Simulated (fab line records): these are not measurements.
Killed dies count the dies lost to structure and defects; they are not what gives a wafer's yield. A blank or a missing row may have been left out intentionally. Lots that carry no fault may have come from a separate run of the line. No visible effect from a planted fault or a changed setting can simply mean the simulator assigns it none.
fab line records / flow berkeley-cmos170
record: lots: 6 wafers: 18 last-day: 11
route steps=331 shown NSD@190 BACKSIDE@199
lots untouched by any fault: they come from a run of this same line in which no faults occurred
start-h: start of the lot's first displayed wafer, in hours after the record's first day / wait-h: hours from the lot's prior step to this one / " repeats the value in the row above / L1.1+2: one row covering several wafers at once / - either no value or no given start / * or withheld: withheld / < > ~ a bound
route shown NAME@n: a module of which the file shows steps, and the number in the route of the first / usual: average and standard deviation across the fault-free wafers / same: alike in all rows / chamber/n: place in a boat / sites: the reading at each site / _std_site: how widely they spread, as a standard deviation / _edge_site: the outer-site mean with the inner-site mean subtracted / radius-mm: how far each site lies from the wafer's centre / mask NAME#n: copy n / behind: the most recent tool/chamber to have shaped the wafer / hold: the reason the lot was held/the length of the hold in hours/how it ended / device: transistor that didn't switch, given as n, p or np / end of line: the route-end tests of the same wafers / where a step has no rows: the recipe by itself / killed: at the first sort, the dies lost to defects and structure; wafer yield is something else / map: the dies of a wafer, with x for killed, . for not killed, _ for no die there
set.NAME: the run value of the setting; set.NAME@STEP: its run value at that earlier step / model.NAME: the simulator's own value behind a step, which no gauge read
lots seen at some steps along the route; tables by step, rows by wafer
services: when a tool's chamber went out of use (start-h, in hours from the record's first day, below 0 if earlier), for how many hours, and the reason
== steps ==
step: UCB170_NSD_EXPOSE_03
recipe: mask-id: NSELECT_MOD na: 0.5 sigma-outer: 0.6 source-shape: conventional target-cd-nm: 1200 dose-mj: 30
step: UCB170_NSD_PEB_04
recipe: peb-temp-c: 130 peb-time-s: withheld resist: KrF
step: UCB170_NSD_DEVELOP_05
recipe: developer: TMAH develop-time-s: 45 resist: KrF dev-temp-c: 21
step: UCB170_NSD_CD_MEAS_06
recipe: target-cd-nm: 1200
usual: cd-nm: 1200.3/1.7
lot.wafer=L891.1 tool=cd-sem-01 chamber=- start-h=166.26 wait-h=- cd-nm=1198.3
lot.wafer=L891.3 tool=cd-sem-01 chamber=- start-h=166.26 wait-h=- cd-nm=1198.7
lot.wafer=L891.5 tool=cd-sem-01 chamber=- start-h=166.26 wait-h=- cd-nm=1198.3
lot.wafer=L897.1 tool=cd-sem-01 chamber=- start-h=192.72 wait-h=- cd-nm=1202.5
lot.wafer=L897.2 tool=cd-sem-01 chamber=- start-h=192.72 wait-h=- cd-nm=1202.0
lot.wafer=L897.5 tool=cd-sem-01 chamber=- start-h=192.72 wait-h=- cd-nm=1201.6
lot.wafer=L896.2 tool=cd-sem-01 chamber=- start-h=192.98 wait-h=- cd-nm=1200.7
lot.wafer=L896.3 tool=cd-sem-01 chamber=- start-h=192.98 wait-h=- cd-nm=1201.4
lot.wafer=L896.6 tool=cd-sem-01 chamber=- start-h=192.98 wait-h=- cd-nm=1201.1
lot.wafer=L904.1 tool=cd-sem-01 chamber=- start-h=217.53 wait-h=- cd-nm=1202.7
lot.wafer=L904.2 tool=cd-sem-01 chamber=- start-h=217.53 wait-h=- cd-nm=1201.8
lot.wafer=L904.6 tool=cd-sem-01 chamber=- start-h=217.53 wait-h=- cd-nm=1201.1
lot.wafer=L907.2 tool=cd-sem-01 chamber=- start-h=225.81 wait-h=- cd-nm=1201.1
lot.wafer=L907.3 tool=cd-sem-01 chamber=- start-h=225.81 wait-h=- cd-nm=1201.6
lot.wafer=L907.5 tool=cd-sem-01 chamber=- start-h=225.81 wait-h=- cd-nm=1201.7
lot.wafer=L908.4 tool=cd-sem-01 chamber=- start-h=234.37 wait-h=- cd-nm=1198.4
lot.wafer=L908.5 tool=cd-sem-01 chamber=- start-h=234.37 wait-h=- cd-nm=1197.4
lot.wafer=L908.6 tool=cd-sem-01 chamber=- start-h=234.37 wait-h=- cd-nm=1197.7
step: UCB170_NSD_OVL_MEAS_07
usual: NSD_OVL: 1/4.8
lot.wafer=L891.1 tool=overlay-02 chamber=- start-h=166.38 wait-h=0.1 NSD_OVL[nm]=0
lot.wafer=L891.3 tool=overlay-02 chamber=- start-h=166.38 wait-h=0.1 NSD_OVL[nm]=1
lot.wafer=L891.5 tool=overlay-02 chamber=- start-h=166.38 wait-h=0.1 NSD_OVL[nm]=-4
lot.wafer=L897.1 tool=overlay-01 chamber=- start-h=192.84 wait-h=0.1 NSD_OVL[nm]=5
lot.wafer=L897.2 tool=overlay-01 chamber=- start-h=192.84 wait-h=0.1 NSD_OVL[nm]=5
lot.wafer=L897.5 tool=overlay-01 chamber=- start-h=192.84 wait-h=0.1 NSD_OVL[nm]=4
lot.wafer=L896.2 tool=overlay-01 chamber=- start-h=193.09 wait-h=0.1 NSD_OVL[nm]=-1
lot.wafer=L896.3 tool=overlay-01 chamber=- start-h=193.09 wait-h=0.1 NSD_OVL[nm]=-3
lot.wafer=L896.6 tool=overlay-01 chamber=- start-h=193.09 wait-h=0.1 NSD_OVL[nm]=-1
lot.wafer=L904.1 tool=overlay-01 chamber=- start-h=217.65 wait-h=0.1 NSD_OVL[nm]=1
lot.wafer=L904.2 tool=overlay-01 chamber=- start-h=217.65 wait-h=0.1 NSD_OVL[nm]=-6
lot.wafer=L904.6 tool=overlay-01 chamber=- start-h=217.65 wait-h=0.1 NSD_OVL[nm]=-1
lot.wafer=L907.2 tool=overlay-02 chamber=- start-h=225.92 wait-h=0.1 NSD_OVL[nm]=4
lot.wafer=L907.3 tool=overlay-02 chamber=- start-h=225.92 wait-h=0.1 NSD_OVL[nm]=1
lot.wafer=L907.5 tool=overlay-02 chamber=- start-h=225.92 wait-h=0.1 NSD_OVL[nm]=-1
lot.wafer=L908.4 tool=overlay-01 chamber=- start-h=234.45 wait-h=0.1 NSD_OVL[nm]=1
lot.wafer=L908.5 tool=overlay-01 chamber=- start-h=234.45 wait-h=0.1 NSD_OVL[nm]=2
lot.wafer=L908.6 tool=overlay-01 chamber=- start-h=234.45 wait-h=0.1 NSD_OVL[nm]=-1
step: UCB170_NSD_IMPLANT_08
recipe: species: P dose-cm2: 3e+15 energy-kev: 40 tilt-deg: 7
step: UCB170_NSD_STRIP_09
recipe: chemistry: O2 power-w: 400 pressure-mtorr: 3500 platen-temp-c: withheld o2-flow-sccm: 400 overash-fraction: 0.5
usual: chamber-pressure-mTorr: 3500/3.4 drypump-motor-current-A: 6.2/0.39 oes-product-au: 0.534/0.0045 strip-time-to-endpoint-s: 35.82/0.083
lot.wafer=L891.1 tool=plasma-asher-03 chamber=0 start-h=166.57 wait-h=0.1 chamber-pressure-mTorr=3502 drypump-motor-current-A=6.0 oes-product-au=0.537 rf-hours-counter-h=46 strip-time-to-endpoint-s=35.86
lot.wafer=L891.3 tool=plasma-asher-03 chamber=0 start-h=166.57 wait-h=0.1 chamber-pressure-mTorr=3498 drypump-motor-current-A=6.0 oes-product-au=0.535 rf-hours-counter-h=- strip-time-to-endpoint-s=35.81
lot.wafer=L891.5 tool=plasma-asher-03 chamber=0 start-h=166.57 wait-h=0.1 chamber-pressure-mTorr=3504 drypump-motor-current-A=5.9 oes-product-au=0.532 rf-hours-counter-h=- strip-time-to-endpoint-s=35.79
lot.wafer=L897.1 tool=plasma-asher-04 chamber=0 start-h=193.03 wait-h=0.1 chamber-pressure-mTorr=3503 drypump-motor-current-A=6.6 oes-product-au=0.536 rf-hours-counter-h=7 strip-time-to-endpoint-s=35.77
lot.wafer=L897.2 tool=plasma-asher-04 chamber=1 start-h=193.03 wait-h=0.1 chamber-pressure-mTorr=3500 drypump-motor-current-A=5.8 oes-product-au=0.533 rf-hours-counter-h=7 strip-time-to-endpoint-s=35.86
lot.wafer=L897.5 tool=plasma-asher-04 chamber=0 start-h=193.03 wait-h=0.1 chamber-pressure-mTorr=3501 drypump-motor-current-A=6.5 oes-product-au=0.534 rf-hours-counter-h=- strip-time-to-endpoint-s=35.82
lot.wafer=L896.2 tool=plasma-asher-03 chamber=0 start-h=193.27 wait-h=0.1 chamber-pressure-mTorr=3497 drypump-motor-current-A=6.0 oes-product-au=0.545 rf-hours-counter-h=50 strip-time-to-endpoint-s=35.82
lot.wafer=L896.3 tool=plasma-asher-03 chamber=0 start-h=193.27 wait-h=0.1 chamber-pressure-mTorr=3499 drypump-motor-current-A=6.0 oes-product-au=0.538 rf-hours-counter-h=- strip-time-to-endpoint-s=35.76
lot.wafer=L896.6 tool=plasma-asher-03 chamber=0 start-h=193.27 wait-h=0.1 chamber-pressure-mTorr=3498 drypump-motor-current-A=6.0 oes-product-au=0.531 rf-hours-counter-h=- strip-time-to-endpoint-s=35.74
lot.wafer=L904.1 tool=plasma-asher-04 chamber=1 start-h=217.84 wait-h=0.1 chamber-pressure-mTorr=3503 drypump-motor-current-A=5.8 oes-product-au=0.530 rf-hours-counter-h=10 strip-time-to-endpoint-s=35.87
lot.wafer=L904.2 tool=plasma-asher-04 chamber=0 start-h=217.84 wait-h=0.1 chamber-pressure-mTorr=3499 drypump-motor-current-A=6.6 oes-product-au=0.534 rf-hours-counter-h=10 strip-time-to-endpoint-s=36.00
lot.wafer=L904.6 tool=plasma-asher-04 chamber=1 start-h=217.84 wait-h=0.1 chamber-pressure-mTorr=3499 drypump-motor-current-A=5.8 oes-product-au=0.531 rf-hours-counter-h=- strip-time-to-endpoint-s=35.96
lot.wafer=L907.2 tool=plasma-asher-04 chamber=0 start-h=226.10 wait-h=0.1 chamber-pressure-mTorr=3496 drypump-motor-current-A=6.5 oes-product-au=0.536 rf-hours-counter-h=12 strip-time-to-endpoint-s=35.86
lot.wafer=L907.3 tool=plasma-asher-04 chamber=1 start-h=226.10 wait-h=0.1 chamber-pressure-mTorr=3500 drypump-motor-current-A=5.8 oes-product-au=0.531 rf-hours-counter-h=- strip-time-to-endpoint-s=35.86
lot.wafer=L907.5 tool=plasma-asher-04 chamber=1 start-h=226.10 wait-h=0.1 chamber-pressure-mTorr=3495 drypump-motor-current-A=5.8 oes-product-au=0.536 rf-hours-counter-h=- strip-time-to-endpoint-s=35.81
lot.wafer=L908.4 tool=plasma-asher-04 chamber=0 start-h=234.65 wait-h=0.1 chamber-pressure-mTorr=3497 drypump-motor-current-A=6.5 oes-product-au=0.533 rf-hours-counter-h=- strip-time-to-endpoint-s=35.73
lot.wafer=L908.5 tool=plasma-asher-04 chamber=0 start-h=234.65 wait-h=0.1 chamber-pressure-mTorr=3496 drypump-motor-current-A=6.6 oes-product-au=0.533 rf-hours-counter-h=- strip-time-to-endpoint-s=35.79
lot.wafer=L908.6 tool=plasma-asher-04 chamber=1 start-h=234.65 wait-h=0.1 chamber-pressure-mTorr=3496 drypump-motor-current-A=5.8 oes-product-au=0.537 rf-hours-counter-h=- strip-time-to-endpoint-s=35.70
step: UCB170_NSD_TW_MEAS_10
usual: NSD_TW: 4202/76
lot.wafer=L891.1 tool=film-metro-03 chamber=- start-h=166.67 wait-h=0.1 NSD_TW=4168
lot.wafer=L891.3 tool=film-metro-03 chamber=- start-h=166.67 wait-h=0.1 NSD_TW=4163
lot.wafer=L891.5 tool=film-metro-03 chamber=- start-h=166.67 wait-h=0.1 NSD_TW=4161
lot.wafer=L897.1 tool=film-metro-04 chamber=- start-h=193.13 wait-h=0.1 NSD_TW=4172
lot.wafer=L897.2 tool=film-metro-04 chamber=- start-h=193.13 wait-h=0.1 NSD_TW=4177
lot.wafer=L897.5 tool=film-metro-04 chamber=- start-h=193.13 wait-h=0.1 NSD_TW=4161
lot.wafer=L896.2 tool=film-metro-04 chamber=- start-h=193.38 wait-h=0.1 NSD_TW=4182
lot.wafer=L896.3 tool=film-metro-04 chamber=- start-h=193.38 wait-h=0.1 NSD_TW=4194
lot.wafer=L896.6 tool=film-metro-04 chamber=- start-h=193.38 wait-h=0.1 NSD_TW=4183
lot.wafer=L904.1 tool=film-metro-04 chamber=- start-h=217.94 wait-h=0.1 NSD_TW=4149
lot.wafer=L904.2 tool=film-metro-04 chamber=- start-h=217.94 wait-h=0.1 NSD_TW=4157
lot.wafer=L904.6 tool=film-metro-04 chamber=- start-h=217.94 wait-h=0.1 NSD_TW=4148
lot.wafer=L907.2 tool=film-metro-04 chamber=- start-h=226.21 wait-h=0.1 NSD_TW=4182
lot.wafer=L907.3 tool=film-metro-04 chamber=- start-h=226.21 wait-h=0.1 NSD_TW=4159
lot.wafer=L907.5 tool=film-metro-04 chamber=- start-h=226.21 wait-h=0.1 NSD_TW=4174
lot.wafer=L908.4 tool=film-metro-03 chamber=- start-h=234.75 wait-h=0.1 NSD_TW=4150
lot.wafer=L908.5 tool=film-metro-03 chamber=- start-h=234.75 wait-h=0.1 NSD_TW=4145
lot.wafer=L908.6 tool=film-metro-03 chamber=- start-h=234.75 wait-h=0.1 NSD_TW=4151
step: UCB170_NSD_CLEAN_11
recipe: chemistry: SPM temp-c: 120 time-s: 600
step: UCB170_BACKSIDE_HMDS_00
recipe: prime-time-s: 60 prime-temp-c: 100
step: UCB170_BACKSIDE_COAT_01
recipe: resist: KrF spin-rpm: 1500 resist-thk-nm: 900
step: UCB170_BACKSIDE_SOFTBAKE_02
recipe: resist: KrF temp-c: 130 time-s: 60
step: UCB170_BACKSIDE_STRIP_03
recipe: chemistry: O2 power-w: 400 pressure-mtorr: 3500 platen-temp-c: withheld o2-flow-sccm: 400 overash-fraction: 0.5
usual: chamber-pressure-mTorr: 3500/3.1 drypump-motor-current-A: 6.0/0.64 oes-product-au: 0.734/0.0048 strip-time-to-endpoint-s: 21.97/0.068
lot.wafer=L891.1 tool=plasma-asher-03 chamber=0 start-h=168.73 wait-h=0.1 chamber-pressure-mTorr=3502 drypump-motor-current-A=6.0 oes-product-au=0.736 rf-hours-counter-h=46 strip-time-to-endpoint-s=21.96 model.KrF_of_BACKSIDE_COAT_01.thk-nm=0
lot.wafer=L891.3 tool=plasma-asher-03 chamber=0 start-h=168.73 wait-h=0.1 chamber-pressure-mTorr=3504 drypump-motor-current-A=6.0 oes-product-au=0.737 rf-hours-counter-h=- strip-time-to-endpoint-s=22.02 model.KrF_of_BACKSIDE_COAT_01.thk-nm=0
lot.wafer=L891.5 tool=plasma-asher-03 chamber=1 start-h=168.73 wait-h=0.1 chamber-pressure-mTorr=3503 drypump-motor-current-A=6.6 oes-product-au=0.739 rf-hours-counter-h=- strip-time-to-endpoint-s=21.94 model.KrF_of_BACKSIDE_COAT_01.thk-nm=0
lot.wafer=L896.2 tool=plasma-asher-03 chamber=1 start-h=195.55 wait-h=0.1 chamber-pressure-mTorr=- drypump-motor-current-A=- oes-product-au=- rf-hours-counter-h=- strip-time-to-endpoint-s=- model.KrF_of_BACKSIDE_COAT_01.thk-nm=900.8
lot.wafer=L896.3 tool=plasma-asher-03 chamber=1 start-h=195.55 wait-h=0.1 chamber-pressure-mTorr=- drypump-motor-current-A=- oes-product-au=- rf-hours-counter-h=- strip-time-to-endpoint-s=- model.KrF_of_BACKSIDE_COAT_01.thk-nm=900.5
lot.wafer=L896.6 tool=plasma-asher-03 chamber=0 start-h=195.55 wait-h=0.1 chamber-pressure-mTorr=- drypump-motor-current-A=- oes-product-au=- rf-hours-counter-h=- strip-time-to-endpoint-s=- model.KrF_of_BACKSIDE_COAT_01.thk-nm=901.9
lot.wafer=L897.1 tool=plasma-asher-04 chamber=0 start-h=195.58 wait-h=0.1 chamber-pressure-mTorr=- drypump-motor-current-A=- oes-product-au=- rf-hours-counter-h=- strip-time-to-endpoint-s=- model.KrF_of_BACKSIDE_COAT_01.thk-nm=900.2
lot.wafer=L897.2 tool=plasma-asher-04 chamber=1 start-h=195.58 wait-h=0.1 chamber-pressure-mTorr=- drypump-motor-current-A=- oes-product-au=- rf-hours-counter-h=- strip-time-to-endpoint-s=- model.KrF_of_BACKSIDE_COAT_01.thk-nm=902.7
lot.wafer=L897.5 tool=plasma-asher-04 chamber=0 start-h=195.58 wait-h=0.1 chamber-pressure-mTorr=- drypump-motor-current-A=- oes-product-au=- rf-hours-counter-h=- strip-time-to-endpoint-s=- model.KrF_of_BACKSIDE_COAT_01.thk-nm=903.4
lot.wafer=L904.1 tool=plasma-asher-03 chamber=0 start-h=219.34 wait-h=0.1 chamber-pressure-mTorr=3503 drypump-motor-current-A=6.0 oes-product-au=0.733 rf-hours-counter-h=53 strip-time-to-endpoint-s=21.95 model.KrF_of_BACKSIDE_COAT_01.thk-nm=0
lot.wafer=L904.2 tool=plasma-asher-03 chamber=1 start-h=219.34 wait-h=0.1 chamber-pressure-mTorr=3501 drypump-motor-current-A=6.6 oes-product-au=0.726 rf-hours-counter-h=53 strip-time-to-endpoint-s=21.97 model.KrF_of_BACKSIDE_COAT_01.thk-nm=0
lot.wafer=L904.6 tool=plasma-asher-03 chamber=0 start-h=219.34 wait-h=0.1 chamber-pressure-mTorr=3494 drypump-motor-current-A=6.0 oes-product-au=0.738 rf-hours-counter-h=- strip-time-to-endpoint-s=21.93 model.KrF_of_BACKSIDE_COAT_01.thk-nm=0
lot.wafer=L907.2 tool=plasma-asher-03 chamber=1 start-h=227.24 wait-h=0.1 chamber-pressure-mTorr=3499 drypump-motor-current-A=6.6 oes-product-au=0.741 rf-hours-counter-h=54 strip-time-to-endpoint-s=22.08 model.KrF_of_BACKSIDE_COAT_01.thk-nm=0
lot.wafer=L907.3 tool=plasma-asher-03 chamber=1 start-h=227.24 wait-h=0.1 chamber-pressure-mTorr=3500 drypump-motor-current-A=6.6 oes-product-au=0.731 rf-hours-counter-h=- strip-time-to-endpoint-s=22.12 model.KrF_of_BACKSIDE_COAT_01.thk-nm=0
lot.wafer=L907.5 tool=plasma-asher-03 chamber=1 start-h=227.24 wait-h=0.1 chamber-pressure-mTorr=3503 drypump-motor-current-A=6.6 oes-product-au=0.732 rf-hours-counter-h=- strip-time-to-endpoint-s=22.06 model.KrF_of_BACKSIDE_COAT_01.thk-nm=0
lot.wafer=L908.4 tool=plasma-asher-03 chamber=1 start-h=235.48 wait-h=0.1 chamber-pressure-mTorr=3497 drypump-motor-current-A=6.6 oes-product-au=0.737 rf-hours-counter-h=- strip-time-to-endpoint-s=21.97 model.KrF_of_BACKSIDE_COAT_01.thk-nm=0
lot.wafer=L908.5 tool=plasma-asher-03 chamber=1 start-h=235.48 wait-h=0.1 chamber-pressure-mTorr=3497 drypump-motor-current-A=6.6 oes-product-au=0.737 rf-hours-counter-h=- strip-time-to-endpoint-s=21.96 model.KrF_of_BACKSIDE_COAT_01.thk-nm=0
lot.wafer=L908.6 tool=plasma-asher-03 chamber=0 start-h=235.48 wait-h=0.1 chamber-pressure-mTorr=3504 drypump-motor-current-A=5.9 oes-product-au=0.744 rf-hours-counter-h=- strip-time-to-endpoint-s=22.03 model.KrF_of_BACKSIDE_COAT_01.thk-nm=0
step: UCB170_BACKSIDE_CLEAN_04
recipe: chemistry: SPM temp-c: 120 time-s: 600
== services ==
tool=plasma-asher-04 chamber=- start-h=160.31 hours=15.6 kind=pm
== key ==
first-sign: step: UCB170_BACKSIDE_STRIP_03 reading: tool-record direction: missing
effect none on later readings
model-effect: step: UCB170_BACKSIDE_STRIP_03 value: KrF_of_BACKSIDE_COAT_01.thk-nm without: 0 struck: 901.6
met-at UCB170_BACKSIDE_STRIP_03
struck-wafers L896.2,L896.3,L896.6,L897.1,L897.2,L897.5
later-rows-left-out L896.2,L896.3,L896.6,L897.1,L897.2,L897.5
sort-left-out L896.2,L896.3,L896.6,L897.1,L897.2,L897.5
tester-left-out L896,L897
onset-between 168.73 195.55
fault: kind: skipped-step-whole tool: plasma-asher-03,plasma-asher-04 chamber: - onset-h: 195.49 steps: UCB170_BACKSIDE_STRIP_03 scope: struck-lots-only
tester-left-out: of these lots the tester's yield and bins aren't shown, on N5 and GAA mostly nor the transistor test; their killed dies are dies lost to structure and defects alone, not to doping, threshold or leakage, so they don't give the yield
sort-left-out: the simulated sort isn't trusted on such a fault, so these wafers' sort isn't shown, and their yield isn't known
later-rows-left-out: the simulator's readings of these wafers behind a module that went badly wrong aren't trusted and aren't shown, but for the sort
